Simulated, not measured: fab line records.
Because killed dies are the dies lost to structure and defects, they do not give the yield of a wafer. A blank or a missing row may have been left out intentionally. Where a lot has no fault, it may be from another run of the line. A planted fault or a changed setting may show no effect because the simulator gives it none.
Problem report in the 8D (eight disciplines) form, filled by code | flow berkeleyCmos170 | the parts of the form that need people (team, actions taken, sign-off) are left out

## 1. WHAT IS WRONG
tiltDeg at UCB170_PWELL_IMPLANT_15 reads a mean of 4.331 degrees on 6 wafers of 2 lots; wafers without a fault read 6.999 degrees with a standard deviation of 0.018. That is -99 or more standard deviations from the usual mean.
First seen on wafer L659.1, day 5 04:14, on implanter-03. At this step, 42 wafers from 14 lots have a number in the record. The rule behind "out" and "out of limits": a value lying over 4 standard deviations away from the usual mean. Any other wafer with a number is counted as sound.

## 2. WHAT IT IS, AND WHAT IT ISN'T
question                    | is                     | is not
which readings at this step | tiltDeg                | -
which lots                  | L659, L662             | L650, L651, L652, L653, L656, L657, L658, L660, L668, L670, L671, L672
which wafers of those lots  | all that have a number | -
read on which tools         | implanter-03           | implanter-01, implanter-02
when                        | from day 5 04:14       | up to then (18 sound wafers); but 18 sound wafers of L658, L660, L668, L670, L671, L672 came after

## 3. THE SUSPECTS, EACH WITH WHAT RULES IT OUT
Counting: any tool at a process step up to the reading is kept as a suspect provided that every lot that is out went through it and no sound lot did after the first of them.
- implanter-03 at UCB170_PWELL_IMPLANT_15: kept. All lots that are out passed through it, beginning with L659 at day 5 04:14, and no sound lot followed; its final sound lot before that point was L656 at day 4 21:57. Its own tiltDeg readings are out on those wafers.
Remaining after the count: implanter-03 at UCB170_PWELL_IMPLANT_15.

## 4. THE CAUSE (what the simulator had put in)
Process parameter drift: implanter-03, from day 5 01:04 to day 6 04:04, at UCB170_PWELL_IMPLANT_15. Setting tiltDeg shifted by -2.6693 from 7. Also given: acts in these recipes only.
After counting, this tool was the only one left.

## 5. SEQUENCE OF EFFECTS, ordered by route
Rows list readings where the struck wafers' mean (over those with a number) sits beyond 3 standard deviations from the usual. Only readings whose record carries a usual standard deviation are examined. hours: median over the lots of the time between each lot's start at the first step of this table that gives one and its start at this step. sigmas: the change, counted in usual standard deviations.
hours | step                    | reading | usual         | on struck wafers | change | sigmas
0     | UCB170_PWELL_IMPLANT_15 | tiltDeg | 6.999 degrees | 4.331            | -2.668 | -99 or more
It contains these process steps:
- UCB170_PWELL_IMPLANT_15

## 6. HOW IT WOULD HAVE BEEN CAUGHT EARLIER
In this record the first reading out of limits was taken at day 5 04:14, 3 hours after the fault began at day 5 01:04.
